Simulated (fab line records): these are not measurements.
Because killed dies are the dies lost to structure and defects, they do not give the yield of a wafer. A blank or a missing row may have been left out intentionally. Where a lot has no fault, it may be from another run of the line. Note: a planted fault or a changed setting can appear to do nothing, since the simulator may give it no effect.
Chamber matching :: flow berkeley-cmos170 :: pecvd-03 running UCB170_SPACER_CVD_00: 3 sister chambers
The step deposits SiO2 from TEOS/O2, target thk 376 nm, time 47 s. 3 wafers are shown with their chamber, then 7 later ones without.

WAFERS WITH THEIR CHAMBER
wafer: L112.5
chamber: 2
heater-power-w (W): 222

wafer: L114.1
chamber: 1
heater-power-w (W): 166

wafer: L114.2
chamber: 0
heater-power-w (W): 273

WAFERS WHOSE CHAMBER IS MISSING
wafer: L114.5
heater-power-w (W): 178

wafer: L126.2
heater-power-w (W): 206

wafer: L126.3
heater-power-w (W): 225

wafer: L126.6
heater-power-w (W): 220

wafer: L125.2
heater-power-w (W): 186

wafer: L125.5
heater-power-w (W): 220

wafer: L125.6
heater-power-w (W): 207

EACH ONE'S CHAMBER
wafer: L114.5
from the rows above: 1
in truth: 1

wafer: L126.2
from the rows above: can't be placed: 2 or 1
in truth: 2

wafer: L126.3
from the rows above: 2
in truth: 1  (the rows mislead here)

wafer: L126.6
from the rows above: 2
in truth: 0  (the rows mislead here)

wafer: L125.2
from the rows above: can't be placed: 1 or 2
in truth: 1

wafer: L125.5
from the rows above: 2
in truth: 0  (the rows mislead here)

wafer: L125.6
from the rows above: 2
in truth: 2
Placed correctly: 2 of 7. From these rows, 2 cannot be placed; in 2 the true chamber is one of the candidates. Number placed wrongly: 3.
How it was worked out, from the rows above alone: a wafer's distance from a chamber is the root of the sum, over the readings, of the square of ((its reading less the chamber's mean) divided by the reading's scatter). The wafer belongs to the nearest chamber; if the next one is less than 2 further off, it can't be placed. Each chamber's mean is taken over the wafers shown for it. The scatter: with one shown wafer a chamber, the root of the mean of the squares of how far each hidden wafer lies from its nearest shown one.
